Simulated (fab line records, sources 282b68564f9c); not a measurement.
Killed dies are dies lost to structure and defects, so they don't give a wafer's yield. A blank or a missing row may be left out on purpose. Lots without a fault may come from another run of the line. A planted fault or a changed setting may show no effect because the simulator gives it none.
Split-lot experiment | flow rit_cmos | 5 lots, 23 wafers read, on a route of 202 steps

THE SPLIT
At RIT_ACTIVE_OXIDATION_01 (target thk 46.8 nm, ox time 3360 s), the setting ox_time_s was moved away from the recipe's 3360 s on 10 of the 23 wafers read, by +11.2% to +12.2%. The other wafers ran this setting at the recipe's value.

The reading is taken at the split's own step.

THE READING
SiO2_of_ACTIVE_OXIDATION_01.thk_nm (the simulator's own value, which no gauge read), in nm, at RIT_ACTIVE_OXIDATION_01 (target thk 46.8 nm, ox time 3360 s). The file gives no usual value for it. The 13 wafers here that ran the recipe average 46.85 nm, standard deviation 0.47 nm.

wafer  | tool, chamber at the split | ox_time_s as run, s | against the recipe | SiO2_of_ACTIVE_OXIDATION_01.thk_nm, nm | against lot-mates on the recipe
L074.1 | furnace-03, 0              | 3360                | recipe             | 46.35                                  | -
L074.3 | furnace-03, 0              | 3360                | recipe             | 46.53                                  | -
L074.5 | furnace-03, 0              | 3360                | recipe             | 45.89                                  | -
L079.1 | -, -                       | 3769                | +12.2%             | 49.34                                  | no lot-mate on the recipe
L079.2 | -, -                       | 3769                | +12.2%             | 48.37                                  | no lot-mate on the recipe
L079.3 | -, -                       | 3769                | +12.2%             | 49.65                                  | no lot-mate on the recipe
L079.5 | -, -                       | 3769                | +12.2%             | 48.48                                  | no lot-mate on the recipe
L079.6 | -, -                       | 3769                | +12.2%             | 49.49                                  | no lot-mate on the recipe
L080.2 | -, -                       | 3736                | +11.2%             | 49.77                                  | no lot-mate on the recipe
L080.3 | -, -                       | 3736                | +11.2%             | 49.51                                  | no lot-mate on the recipe
L080.4 | -, -                       | 3736                | +11.2%             | 49.6                                   | no lot-mate on the recipe
L080.6 | -, -                       | 3736                | +11.2%             | 49.6                                   | no lot-mate on the recipe
L080.5 | -, -                       | 3736                | +11.2%             | 50.03                                  | no lot-mate on the recipe
L082.2 | -, -                       | 3360                | recipe             | 47.51                                  | -
L082.3 | -, -                       | 3360                | recipe             | 46.31                                  | -
L082.4 | -, -                       | 3360                | recipe             | 47.19                                  | -
L082.5 | -, -                       | 3360                | recipe             | 47.29                                  | -
L082.6 | -, -                       | 3360                | recipe             | 47.08                                  | -
L085.1 | -, -                       | 3360                | recipe             | 46.93                                  | -
L085.2 | -, -                       | 3360                | recipe             | 46.86                                  | -
L085.4 | -, -                       | 3360                | recipe             | 47.34                                  | -
L085.5 | -, -                       | 3360                | recipe             | 47.26                                  | -
L085.6 | -, -                       | 3360                | recipe             | 46.46                                  | -

THE FIT
A straight line over all 23 wafers: SiO2_of_ACTIVE_OXIDATION_01.thk_nm changes by +0.215 nm for each +1% of ox_time_s; r = +0.92; the points scatter about the line by 0.55 nm.
Too few moved wafers have a lot-mate on the recipe to fit a line with each lot's own level taken away.

THE FILE'S OWN FIT
SiO2_of_ACTIVE_OXIDATION_01.thk_nm changes by +0.215 nm for each +1% of ox_time_s, r = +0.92.
